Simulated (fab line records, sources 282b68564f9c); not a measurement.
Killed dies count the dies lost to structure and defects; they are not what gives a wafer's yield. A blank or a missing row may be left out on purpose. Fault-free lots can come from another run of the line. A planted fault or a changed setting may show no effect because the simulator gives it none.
Which tool was responsible? | flow rit_cmos | 7 lots, 21 wafers sampled, at 2 steps of a route of 202

## WHAT THE GAUGES SHOWED, per wafer
RIT_NSD_OVL_MEAS_06.
lot  | measured    | on         | NSD_OVL (nm)
L434 | day 3 03:17 | overlay-02 | -1.9 -1.1 0.2
L436 | day 3 14:34 | overlay-01 | 2.4 0.6 1.8
L438 | day 4 01:48 | overlay-01 | -1.5 -0.4 2.0
L440 | day 4 10:16 | overlay-01 | -1.6 0.4 0.9
L442 | day 5 03:29 | overlay-02 | 0.1 0.6 -0.8
L444 | day 5 11:07 | overlay-02 | -2.1 -3.5 -2.2
L455 | day 7 14:47 | overlay-02 | 420.2 420.0 417.9

## EACH LOT AND THE TOOL THAT RAN IT (in order: tool; ch and the chambers of the sampled wafers; start)
lot  | RIT_NSD_EXPOSE_03
L434 | iline_stepper-02 ch 0, day 3 02:46
L436 | iline_stepper-02 ch 0, day 3 14:11
L438 | iline_stepper-02 ch 0, day 4 01:25
L440 | iline_stepper-02 ch 0, day 4 09:52
L442 | iline_stepper-02 ch 0, day 5 03:05
L444 | iline_stepper-01 ch 0, day 5 10:43
L455 | iline_stepper-01 ch 0, day 7 14:24
- RIT_NSD_EXPOSE_03: exposes mask M9, target cd 40700 nm.

## THE ANSWER, worked out from the rows above alone
Rule: what is usual is taken from the lots themselves. Put in order of their means at a reading, lots are off if they are a third of the lots or fewer, leave a main group of 4 or more, and stand apart from it by a gap of 3 or more times the standard deviation of the main group's means; of several such gaps the widest counts. A main group is skipped when, at the precision printed for the reading in the tables above, its means are all equal. A lot without any number at a reading at which 4 lots or more have one is off too. All remaining lots with rows at the step are treated as sound.
Off: at RIT_NSD_OVL_MEAS_06 (NSD_OVL), L455. Mean -0.3 nm and standard deviation 1.3 in the main group.
If a tool, at a process step before that reading, ran all the lots that are off and no sound lot after the first of them, it fits. Gauges at RIT_NSD_OVL_MEAS_06: tried the same way as those tools. Undecided on this evidence; 2 tools fit (iline_stepper-01 at RIT_NSD_EXPOSE_03, overlay-02 at RIT_NSD_OVL_MEAS_06).

## WHAT THE SIMULATOR HAD PUT IN
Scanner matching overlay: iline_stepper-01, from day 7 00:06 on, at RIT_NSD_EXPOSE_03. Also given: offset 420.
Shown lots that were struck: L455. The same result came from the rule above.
